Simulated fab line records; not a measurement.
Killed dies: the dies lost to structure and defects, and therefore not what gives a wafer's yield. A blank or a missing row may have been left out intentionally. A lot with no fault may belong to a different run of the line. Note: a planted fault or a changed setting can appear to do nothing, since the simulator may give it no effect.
What tool caused it?	flow rit cmos	Sampling: 15 lots, 45 wafers, 3 of 202 route steps

## WHAT EACH GAUGE READ, for each wafer
RIT_WELLDRIVE_RS_MEAS_01: the measuring method here is four-point-probe.
lot	measured	on	NWELL_RS (ohm/sq)
L303	day 2 04:37	film metro-03	276.0 276.5 276.3
L305	day 2 13:43	film metro-02	276.7 277.2 275.7
L307	day 3 01:01	film metro-03	276.9 276.2 277.0
L308	day 3 06:11	film metro-03	260.3 260.6 260.4
L309	day 3 11:40	film metro-03	276.3 275.6 276.3
L310	day 3 14:37	film metro-04	259.5 259.1 259.9
L311	day 3 21:05	film metro-04	258.3 258.2 258.5
L318	day 5 07:06	film metro-02	275.8 276.1 277.0
L319	day 5 12:28	film metro-02	275.5 275.9 275.5
L320	day 5 19:01	film metro-03	276.1 277.2 276.7
L321	day 5 22:25	film metro-02	276.8 275.6 276.8
L322	day 6 02:44	film metro-02	275.8 275.0 275.9
L324	day 6 13:01	film metro-03	276.8 276.6 275.5
L325	day 6 19:22	film metro-03	277.4 275.6 276.5
L326	day 6 23:15	film metro-02	274.7 275.4 274.2

RIT_WELLDRIVE_RS_MEAS_02: the measuring method here is four-point-probe.
lot	measured	on	PWELL_RS (ohm/sq)
L303	day 2 04:44	film metro-03	428.1 430.4 428.9
L305	day 2 13:50	film metro-02	429.6 430.4 429.9
L307	day 3 01:08	film metro-03	429.1 430.3 429.2
L308	day 3 06:19	film metro-03	411.7 412.0 411.0
L309	day 3 11:47	film metro-03	431.7 432.6 430.7
L310	day 3 14:44	film metro-04	412.7 412.1 411.9
L311	day 3 21:13	film metro-04	410.7 410.0 411.6
L318	day 5 07:13	film metro-02	430.8 430.2 431.8
L319	day 5 12:35	film metro-02	431.2 430.2 431.0
L320	day 5 19:08	film metro-03	430.4 429.6 430.4
L321	day 5 22:32	film metro-02	430.5 428.7 426.3
L322	day 6 02:52	film metro-02	429.1 429.2 428.6
L324	day 6 13:08	film metro-03	431.2 431.3 431.4
L325	day 6 19:29	film metro-03	431.3 430.4 431.9
L326	day 6 23:22	film metro-02	430.8 430.0 430.1

## WHICH TOOL RAN EACH LOT (tool, then ch and the chambers of the sampled wafers, then the start)
lot	RIT_WELLDRIVE_ANNEAL_00
L303	furnace-04 ch 0, day 1 23:31
L305	furnace-04 ch 0, day 2 08:38
L307	furnace-03 ch 0, day 2 19:55
L308	furnace-03 ch 0, day 3 01:05
L309	furnace-01 ch 0, day 3 06:34
L310	furnace-03 ch 0, day 3 09:32
L311	furnace-03 ch 0, day 3 15:59
L318	furnace-04 ch 0, day 5 01:59
L319	furnace-01 ch 0, day 5 07:23
L320	furnace-01 ch 0, day 5 13:55
L321	furnace-04 ch 0, day 5 17:19
L322	furnace-01 ch 0, day 5 21:36
L324	furnace-03 ch 0, day 6 07:56
L325	furnace-01 ch 0, day 6 14:17
L326	furnace-03 ch 0, day 6 18:08
- RIT_WELLDRIVE_ANNEAL_00: time 14700 s.

## WHAT THE TOOLS THEMSELVES READ (means of the sampled wafers that have a number; where no wafer has one, the mark that the record gives instead)
RIT_WELLDRIVE_ANNEAL_00.
lot	tool	spike tc centre C (C)	spike tc load C (C)	spike tc source C (C)	tube center temp C (C)	tube_center_temp_C_max
L303	furnace-04	1101.6	1120	1130.9	1100	1102.8
L305	furnace-04	1101.6	1122	1129.7	1100	1102.7
L307	furnace-03	1103.1	1124	1124.9	1100	1102.6
L308	furnace-03	1119.0	1141	1140.6	1115	1117.6
L309	furnace-01	1103.0	1131	1130.0	1100	1102.6
L310	furnace-03	1118.6	1141	1141.9	1115	1118.0
L311	furnace-03	1118.7	1139	1141.6	1115	1117.6
L318	furnace-04	1102.4	1121	1130.4	1100	1102.6
L319	furnace-01	1103.2	1131	1130.3	1100	1103.0
L320	furnace-01	1104.0	1131	1129.0	1100	1103.4
L321	furnace-04	1102.4	1121	1131.0	1100	1103.2
L322	furnace-01	1103.5	1130	1129.4	1100	1102.8
L324	furnace-03	1102.8	1127	1126.4	1100	1102.4
L325	furnace-01	1103.0	1130	1130.2	1100	1103.1
L326	furnace-03	1103.5	1125	1126.2	1100	1102.7

## THE ANSWER, worked out from the rows above alone
Rule: what is usual is taken from the lots themselves. Put in order of their means at a reading, lots are off if they are a third of the lots or fewer, leave a main group of 4 or more, and stand apart from it by a gap of 3 or more times the standard deviation of the main group's means; of several such gaps the widest counts. The tables above print the reading to a certain number of digits; a main group whose means all agree to those digits is not used. A lot without any number at a reading at which 4 lots or more have one is off too. Where the step has rows for the other lots, those lots are counted as sound. After the gauges, taken in route order, come the tools' own readings; for these a lot's mean is taken, as printed above. At the first step where some lot is off, the reading lying furthest off is the one used; lots without a number count as furthest.
Off: L308, L310, L311, seen at RIT_WELLDRIVE_RS_MEAS_01 (NWELL_RS). Mean 276.1 ohm/sq and standard deviation 0.54 in the main group.
A tool fits if, at a process step before that reading, it ran every lot that is off, and no sound lot after the first of them. The gauges at RIT_WELLDRIVE_RS_MEAS_01 aren't tried: what is off there is off at RIT_WELLDRIVE_ANNEAL_00 too, on other tools, and a gauge's error can't cause that. Of those tried, none fits.

## WHAT WAS PUT IN BY THE SIMULATOR
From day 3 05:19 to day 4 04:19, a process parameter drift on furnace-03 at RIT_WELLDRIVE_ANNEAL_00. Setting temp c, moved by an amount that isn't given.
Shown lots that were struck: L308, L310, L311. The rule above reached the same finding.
